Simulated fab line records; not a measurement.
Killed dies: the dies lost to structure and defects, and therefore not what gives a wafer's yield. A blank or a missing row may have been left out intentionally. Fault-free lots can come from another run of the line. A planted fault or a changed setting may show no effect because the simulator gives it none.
A lot that was struck, set against a sound lot :: flow ritCmos :: 44 steps out of a route of 202
Sound: these wafers, L581.2, L581.4, L581.6. Wafers struck: L590.1, L590.4, L590.5. The cause is given at the end.
Order at every step that has rows: each side's tool, ch and its chambers, its first start. Under that, the readings that differ: sound wafers :: struck wafers :: difference of the means :: sigmas: that difference in standard deviations of wafers without a fault.
alike: a reading whose means differ by less than 2 such deviations, as well as words and numbers matching on both sides. not compared: withheld readings; readings where some wafer has no value; bounds like >300 that might hide an equal value; numbers whose values overlap and for which the record gives no deviation.
The two part at a step that has a row with sigmas, a row that says differs or no value, or rows on one side only. Non-overlapping numbers with no deviation appear without sigmas and do not part them. A reading that every wafer of one side lacks parts them only if that side has two wafers or more.

first, 3 steps without rows for these wafers: RIT_GATE_EXPOSE_13 (exposes mask M6, target cd 150 nm); RIT_GATE_PEB_14; RIT_GATE_DEVELOP_15 (develop time 50 s).
RIT_GATE_CD_MEAS_16: target cd 150 nm.
  struck on cdSem-02, day 5 14:37; sound on cdSem-01, day 3 18:16
reading: cdNm (nm)
sound: 147.5 144.9 147.6
struck: 154.7 150.6 152.1
difference: +5.8
sigmas: +3
RIT_GATE_OVL_MEAS_17:
  struck on overlay-02, day 5 14:44; sound on overlay-02, day 3 18:22
  alike: GATE_OVL
then, 1 step without rows for these wafers: RIT_GATE_HARDBAKE_18 (time 60 s).
RIT_GATE_ETCH_19: etches poly-Si in SF6/CHF3/O2, stops on SiO2, time 165 s, target depth 312.5 nm.
  sound on rieSi-02 ch 1,3, day 3 18:33; struck on rieSi-02 ch 0,2,3, day 5 14:56
  alike: drypumpMotorCurrentA, oesProductAu, rfFwdPowerW, throttleValvePct
  not compared: rfHoursCounterH
RIT_GATE_STRIP_20: strips in O2, time 180 s.
  sound on plasmaAsher-04 ch 0,1, day 3 18:39; struck on plasmaAsher-03 ch 0,1, day 5 15:02
  alike: drypumpMotorCurrentA
  not compared: rfHoursCounterH
RIT_GATE_CD_MEAS_90: target cd 150 nm.
  struck on cdSem-02, day 5 15:13; sound on cdSem-02, day 3 18:51
reading: cdNm (nm)
sound: 147.4 145.0 147.2
struck: 154.6 150.8 152.3
difference: +6.0
sigmas: +3
then, 3 steps without rows for these wafers: RIT_REOX_CLEAN_00 (cleans in SC1, time 600 s); RIT_REOX_CLEAN_01 (cleans in dHF, time 30 s); RIT_REOX_CLEAN_02 (cleans in SC2, time 600 s).
RIT_REOX_OXIDATION_03: target thk 25.2 nm, ox time 5580 s.
  sound on furnace-01 ch 0, day 3 19:32; struck on furnace-01 ch 0, day 5 17:18
reading: model.SiO2_of_REOX_OXIDATION_03.thkNm (nm)
sound: 25.42 24.95 25.63
struck: 14.82 15 14.83
difference: -10.45
sigmas: 

reading: model.poly-Si_of_GATE_CVD_08.thkNm (nm)
sound: 238 236.3 234.3
struck: 240.7 239.6 239.7
difference: +3.8
sigmas: 
  alike: zonePowerLoadPct
RIT_REOX_THK_MEAS_04:
  struck on filmMetro-03, day 5 19:51; sound on filmMetro-04, day 3 22:05
reading: REOX_OXIDE_THK (nm)
sound: 25.5 25.0 25.7
struck: 14.8 15.0 14.9
difference: -10.5
sigmas: -19
then, 6 steps without rows for these wafers: RIT_NLDD_HMDS_00 (prime time 60 s); RIT_NLDD_COAT_01 (resist thk 1000 nm); RIT_NLDD_SOFTBAKE_02 (time 60 s); RIT_NLDD_EXPOSE_03 (exposes mask M7, target cd 40700 nm); RIT_NLDD_PEB_04; RIT_NLDD_DEVELOP_05 (develop time 50 s).
RIT_NLDD_OVL_MEAS_06:
  struck on overlay-01, day 5 20:46; sound on overlay-01, day 3 23:07
reading: NLDD_OVL (nm)
sound: -1.5 -2.8 -1.5
struck: 1.1 2.5 1.4
difference: +3.6
sigmas: +3
then, 2 steps without rows for these wafers: RIT_NLDD_HARDBAKE_07 (time 60 s); RIT_NLDD_IMPLANT_08.
RIT_NLDD_STRIP_09: strips in O2, time 180 s.
  sound on plasmaAsher-03 ch 0, day 3 23:27; struck on plasmaAsher-03 ch 0,1, day 5 21:06
  alike: drypumpMotorCurrentA
  not compared: rfHoursCounterH
RIT_NLDD_TW_MEAS_10:
  struck on filmMetro-04, day 5 21:16; sound on filmMetro-04, day 3 23:38
  alike: NLDD_TW
then, 6 steps without rows for these wafers: RIT_PLDD_HMDS_00 (prime time 60 s); RIT_PLDD_COAT_01 (resist thk 1000 nm); RIT_PLDD_SOFTBAKE_02 (time 60 s); RIT_PLDD_EXPOSE_03 (exposes mask M8, target cd 40900 nm); RIT_PLDD_PEB_04; RIT_PLDD_DEVELOP_05 (develop time 50 s).
RIT_PLDD_OVL_MEAS_06:
  struck on overlay-01, day 5 22:11; sound on overlay-01, day 4 00:32
  alike: PLDD_OVL
then, 2 steps without rows for these wafers: RIT_PLDD_HARDBAKE_07 (time 60 s); RIT_PLDD_IMPLANT_08.
RIT_PLDD_STRIP_09: strips in O2, time 180 s.
  sound on plasmaAsher-01 ch 0,1, day 4 00:52; struck on plasmaAsher-02 ch 0,1, day 5 22:31
  alike: drypumpMotorCurrentA
  not compared: rfHoursCounterH
RIT_PLDD_TW_MEAS_10:
  struck on filmMetro-02, day 5 22:41; sound on filmMetro-04, day 4 01:04
  alike: PLDD_TW
RIT_SPACER_CLEAN_00: cleans in SC1, time 600 s.
  sound on wetBench-01 ch 2, day 4 01:07; struck on wetBench-02 ch 1, day 5 22:45
reading: model.SiO2_of_REOX_OXIDATION_03.thkNm (nm)
sound: 23.47 23.03 23.65
struck: 13.66 13.82 13.67
difference: -9.67
sigmas: 
then, 3 steps without rows for these wafers: RIT_SPACER_CLEAN_01 (cleans in dHF, time 30 s); RIT_SPACER_CLEAN_02 (cleans in SC2, time 600 s); RIT_SPACER_CVD_03 (deposits Si3N4 from SiH2Cl2/NH3, target thk 250 nm, time 3300 s).
RIT_SPACER_THK_MEAS_04:
  struck on filmMetro-03, day 6 01:06; sound on filmMetro-03, day 4 03:24
  alike: SPACER_NITRIDE_THK
RIT_SPACER_ETCHBACK_05: etches Si3N4 in SF6/CHF3, stops on SiO2, target depth 250 nm, time 240 s.
  sound on rieDiel-04 ch 0,1, day 4 03:27; struck on rieDiel-03 ch 0,3, day 6 01:10
  alike: drypumpMotorCurrentA, oesProductAu, rfFwdPowerW, throttleValvePct
  not compared: rfHoursCounterH
RIT_SDANNEAL_CLEAN_02: cleans in SC2, time 600 s.
  sound on wetBench-03 ch 1, day 4 06:46; struck on wetBench-03 ch 3, day 6 04:31
  not compared: model.poly-Si_of_GATE_CVD_08.thkNm
RIT_M1_PROBE_99:
  the record has rows for the sound wafers here (prober-02, day 4 14:35) and none for the struck ones

## WHERE THEY PART
First at RIT_GATE_CD_MEAS_16; last, within this record, at RIT_M1_PROBE_99.

WHY: whatever the simulator had introduced
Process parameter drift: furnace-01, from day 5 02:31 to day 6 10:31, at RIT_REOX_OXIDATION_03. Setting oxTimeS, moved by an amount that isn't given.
